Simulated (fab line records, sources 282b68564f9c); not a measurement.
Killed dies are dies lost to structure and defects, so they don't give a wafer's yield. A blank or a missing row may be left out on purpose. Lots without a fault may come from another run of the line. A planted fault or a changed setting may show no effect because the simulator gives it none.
Which tool did it? | flow rit_cmos | 14 lots, 42 wafers sampled, at 3 steps of a route of 202

WHAT THE GAUGES READ, wafer by wafer
RIT_ACTIVE_CD_MEAS_90: target cd 1400 nm.
lot  | measured    | on        | cd_nm (nm)
L526 | day 1 15:11 | cd_sem-01 | 1398.8 1397.9 1400.0
L528 | day 2 01:04 | cd_sem-02 | 1404.8 1405.5 1404.9
L530 | day 2 11:08 | cd_sem-02 | 1403.6 1400.2 1401.9
L531 | day 2 16:01 | cd_sem-02 | 1399.0 1401.9 1401.6
L534 | day 3 07:55 | cd_sem-02 | 1401.4 1400.9 1401.9
L536 | day 3 17:08 | cd_sem-01 | 1399.9 1399.7 1400.0
L537 | day 3 22:28 | cd_sem-02 | 1402.7 1398.6 1401.3
L540 | day 4 13:11 | cd_sem-02 | 1399.4 1400.4 1400.6
L541 | day 4 18:01 | cd_sem-02 | 1395.2 1397.0 1396.7
L542 | day 4 23:02 | cd_sem-01 | 1398.7 1402.8 1398.5
L543 | day 5 04:15 | cd_sem-02 | 1403.5 1403.0 1403.3
L546 | day 5 19:01 | cd_sem-02 | 1399.8 1398.3 1399.6
L547 | day 6 00:28 | cd_sem-01 | 1400.8 1399.7 1401.0
L549 | day 6 10:38 | cd_sem-02 | 1400.9 1399.8 1399.3

RIT_SDANNEAL_RS_MEAS_07: measures by four-point-probe.
lot  | measured    | on            | NLDD_RS (ohm/sq)
L526 | day 3 02:41 | film_metro-03 | 151.1 151.6 151.7
L528 | day 3 16:04 | film_metro-01 | 151.6 151.6 152.2
L530 | day 3 22:38 | film_metro-03 | 151.8 151.7 151.5
L531 | day 4 03:53 | film_metro-02 | 151.3 151.4 151.5
L534 | day 4 18:42 | film_metro-02 | 151.2 150.9 152.1
L536 | day 5 06:20 | film_metro-03 | 150.8 150.8 150.8
L537 | day 5 09:46 | film_metro-03 | 151.3 151.1 150.9
L540 | day 5 23:03 | film_metro-01 | 153.0 152.2 152.0
L541 | day 6 06:49 | film_metro-01 | 151.1 151.0 150.9
L542 | day 6 14:11 | film_metro-01 | 152.1 152.1 151.8
L543 | day 6 15:29 | film_metro-01 | 152.2 151.4 151.8
L546 | day 7 08:25 | film_metro-03 | 151.0 150.8 150.7
L547 | day 7 10:56 | film_metro-02 | 150.4 151.0 150.8
L549 | day 7 20:23 | film_metro-02 | 151.3 151.4 151.6

RIT_SILICIDE_RS_MEAS_02: measures by four-point-probe.
lot  | measured    | on            | SILICIDE_TI_RS (ohm/sq)
L526 | day 3 02:58 | film_metro-04 | 46.1 47.0 47.1
L528 | day 3 16:22 | film_metro-04 | 48.0 47.9 47.9
L530 | day 3 22:55 | film_metro-04 | 48.3 47.8 48.7
L531 | day 4 04:10 | film_metro-03 | 47.9 47.8 46.7
L534 | day 4 18:59 | film_metro-04 | 48.9 47.7 47.8
L536 | day 5 06:37 | film_metro-01 | 47.7 47.7 47.8
L537 | day 5 10:04 | film_metro-01 | 48.2 47.8 48.1
L540 | day 5 23:20 | film_metro-01 | 48.4 48.7 48.4
L541 | day 6 07:06 | film_metro-03 | 48.6 47.1 48.9
L542 | day 6 14:28 | film_metro-04 | 47.8 47.5 47.3
L543 | day 6 15:46 | film_metro-04 | 48.1 47.3 47.2
L546 | day 7 08:42 | film_metro-04 | 47.5 48.1 48.3
L547 | day 7 11:13 | film_metro-04 | 47.6 48.4 46.9
L549 | day 7 20:40 | film_metro-04 | 47.2 47.7 47.7

WHICH TOOL RAN EACH LOT (tool, then ch and the chambers of the sampled wafers, then the start)
The record holds no process step before these readings.

WHAT THE TOOLS THEMSELVES READ (means of the sampled wafers that have a number; where no wafer has one, the mark that the record gives instead)
The record holds no such reading with a usual standard deviation.

THE ANSWER, worked out from the rows above alone
Rule: what is usual is taken from the lots themselves. Put in order of their means at a reading, lots are off if they are a third of the lots or fewer, leave a main group of 4 or more, and stand apart from it by a gap of 3 or more times the standard deviation of the main group's means; of several such gaps the widest counts. A main group whose means are all the same, to the digits that the tables above print for the reading, isn't used. A lot without any number at a reading at which 4 lots or more have one is off too. The other lots that the step has rows for count as sound. The gauges are gone through in route order, then the tools' own readings, and for those a lot's mean is taken as printed above. The first step at which some lot is off is used, and at that step the reading that is off furthest; a lot without a number counts as furthest.
No lot is off at any reading shown: from this, nothing can be told.

WHAT THE SIMULATOR HAD PUT IN
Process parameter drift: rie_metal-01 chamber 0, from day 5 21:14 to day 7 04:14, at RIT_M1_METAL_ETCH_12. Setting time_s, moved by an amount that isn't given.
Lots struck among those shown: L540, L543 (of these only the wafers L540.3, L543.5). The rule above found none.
